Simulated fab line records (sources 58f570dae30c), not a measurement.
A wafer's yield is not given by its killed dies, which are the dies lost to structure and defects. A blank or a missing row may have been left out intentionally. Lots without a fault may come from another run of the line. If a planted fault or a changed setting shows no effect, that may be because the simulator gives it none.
The tool behind it: which one? | flow berkeleyCmos170 | 15 lots, 45 wafers sampled, at 4 steps of a route of 331

== WHAT EACH GAUGE READ, for each wafer ==
UCB170_M2_RS_MEAS_02: measurement is done with a four-point probe.
lot  | measured     | on           | M2_AL_RS (ohm/sq)
L179 | day 7 18:18  | filmMetro-02 | 0.03228 0.03242 0.0323
L180 | day 7 18:29  | filmMetro-03 | 0.03221 0.03248 0.03235
L184 | day 8 03:17  | filmMetro-04 | 0.03182 0.03227 0.03217
L183 | day 8 04:10  | filmMetro-02 | 0.03223 0.03265 0.03211
L181 | day 8 04:25  | filmMetro-02 | 0.03231 0.03207 0.03249
L187 | day 9 05:26  | filmMetro-03 | 0.03185 0.03197 0.0319
L186 | day 9 05:33  | filmMetro-04 | 0.03244 0.03271 0.03236
L188 | day 9 13:17  | filmMetro-03 | 0.03168 0.03226 0.03196
L189 | day 9 17:16  | filmMetro-02 | 0.03245 0.03239 0.03233
L191 | day 10 07:01 | filmMetro-03 | 0.03185 0.03219 0.0319
L192 | day 10 12:50 | filmMetro-02 | 0.03224 0.03208 0.03201
L193 | day 10 13:16 | filmMetro-04 | 0.03261 0.03249 0.03251
L201 | day 12 03:59 | filmMetro-03 | 0.0318 0.03193 0.03212
L202 | day 12 04:15 | filmMetro-02 | 0.03227 0.03227 0.03215
L200 | day 12 04:34 | filmMetro-02 | 0.03259 0.03246 0.03213

UCB170_M2_THK_MEAS_03: measures by xrf.
lot  | measured     | on           | M2_AL_THK (nm)
L179 | day 7 18:25  | filmMetro-02 | 909 907 911
L180 | day 7 18:34  | filmMetro-03 | 899 896 901
L184 | day 8 03:23  | filmMetro-04 | 915 917 910
L183 | day 8 04:17  | filmMetro-02 | 908 901 917
L181 | day 8 04:32  | filmMetro-02 | 914 918 906
L187 | day 9 05:32  | filmMetro-03 | 908 899 906
L186 | day 9 05:40  | filmMetro-04 | 911 899 909
L188 | day 9 13:23  | filmMetro-03 | 910 897 898
L189 | day 9 17:23  | filmMetro-02 | 908 909 916
L191 | day 10 07:06 | filmMetro-03 | 912 906 912
L192 | day 10 12:58 | filmMetro-02 | 910 918 917
L193 | day 10 13:22 | filmMetro-04 | 904 902 897
L201 | day 12 04:06 | filmMetro-03 | 909 907 904
L202 | day 12 04:22 | filmMetro-02 | 913 909 912
L200 | day 12 04:40 | filmMetro-02 | 905 909 917

UCB170_V2_CD_MEAS_90: target cd 700 nm.
lot  | measured     | on       | cdNm (nm)
L179 | day 7 23:53  | cdSem-02 | 699.3 699.5 698.9
L180 | day 7 23:42  | cdSem-01 | 701.7 702.2 700.5
L184 | day 8 07:54  | cdSem-01 | 701.9 702.5 702.5
L183 | day 8 09:38  | cdSem-02 | 699.3 699.2 697.6
L181 | day 8 09:51  | cdSem-02 | 700.0 699.4 700.2
L187 | day 9 11:22  | cdSem-01 | 699.3 701.1 698.7
L186 | day 9 11:50  | cdSem-01 | 701.4 699.4 701.8
L188 | day 9 18:50  | cdSem-01 | 701.3 701.3 700.0
L189 | day 9 22:34  | cdSem-01 | 702.4 700.7 699.7
L191 | day 10 12:31 | cdSem-01 | - - -
L192 | day 10 17:50 | cdSem-01 | - - -
L193 | day 10 18:07 | cdSem-01 | - - -
L201 | day 12 09:14 | cdSem-02 | 702.4 703.2 703.2
L202 | day 12 09:58 | cdSem-01 | 698.8 699.7 697.9
L200 | day 12 10:07 | cdSem-01 | 697.6 698.8 698.0

== EACH LOT AND THE TOOL THAT RAN IT (in order: tool; ch and the chambers of the sampled wafers; start) ==
lot  | UCB170_V2_EXPOSE_09
L179 | krfScanner-01 ch 0, day 7 23:04
L180 | krfScanner-02 ch 0, day 7 22:53
L184 | krfScanner-01 ch 0, day 8 07:04
L183 | krfScanner-01 ch 0, day 8 08:31
L181 | krfScanner-01 ch 0, day 8 08:59
L187 | krfScanner-02 ch 0, day 9 10:32
L186 | krfScanner-01 ch 0, day 9 11:00
L188 | krfScanner-01 ch 0, day 9 17:46
L189 | krfScanner-02 ch 0, day 9 21:33
L191 | krfScanner-02, day 10 11:24
L192 | krfScanner-01, day 10 16:55
L193 | krfScanner-02, day 10 17:17
L201 | krfScanner-01 ch 0, day 12 08:15
L202 | krfScanner-02 ch 0, day 12 08:59
L200 | krfScanner-01 ch 0, day 12 09:15
- UCB170_V2_EXPOSE_09: exposes mask VIA2, target cd 700 nm.

== WHAT THE TOOLS THEMSELVES READ (means of the sampled wafers that have a number; where no wafer has one, the mark that the record gives instead) ==
UCB170_V2_EXPOSE_09.
lot  | tool          | exposureDoseMJCm2 | focusOffsetNm (nm)
L179 | krfScanner-01 | 36.96             | 0.2
L180 | krfScanner-02 | 36.99             | 0.4
L184 | krfScanner-01 | 36.98             | -0.1
L183 | krfScanner-01 | 37.01             | 0.2
L181 | krfScanner-01 | 36.98             | -0.5
L187 | krfScanner-02 | 36.97             | -0.2
L186 | krfScanner-01 | 36.99             | 0.0
L188 | krfScanner-01 | 36.97             | 0.2
L189 | krfScanner-02 | 36.97             | 0.2
L191 | krfScanner-02 | -                 | -
L192 | krfScanner-01 | -                 | -
L193 | krfScanner-02 | -                 | -
L201 | krfScanner-01 | 36.98             | -0.5
L202 | krfScanner-02 | 37.00             | -0.2
L200 | krfScanner-01 | 36.99             | -0.7

== THE ANSWER, worked out from the rows above alone ==
Rule: the usual values come from the lots themselves. Put in order of their means at a reading, lots are off if they are a third of the lots or fewer, leave a main group of 4 or more, and stand apart from it by a gap of 3 or more times the standard deviation of the main group's means; of several such gaps the widest counts. The tables above print the reading to a certain number of digits; a main group whose means all agree to those digits is not used. A lot without any number at a reading at which 4 lots or more have one is off too. Where the step has rows for the other lots, those lots are counted as sound. After the gauges, taken in route order, come the tools' own readings; for these a lot's mean is taken, as printed above. The first step at which some lot is off is used, and at that step the reading that is off furthest; a lot without a number counts as furthest.
Off: L191, L192, L193 (UCB170_V2_CD_MEAS_90, cdNm). Without a number there: L191, L192, L193. For the main group the mean is 700.3 nm and the standard deviation 1.4.
A tool fits if, at a process step before that reading, it ran every lot that is off, and no sound lot after the first of them. The gauges at UCB170_V2_CD_MEAS_90 aren't tried: what is off there is off at UCB170_V2_EXPOSE_09 too, on other tools, and a gauge's error can't cause that. No candidate that was tried fits.

== WHAT THE SIMULATOR PUT IN ==
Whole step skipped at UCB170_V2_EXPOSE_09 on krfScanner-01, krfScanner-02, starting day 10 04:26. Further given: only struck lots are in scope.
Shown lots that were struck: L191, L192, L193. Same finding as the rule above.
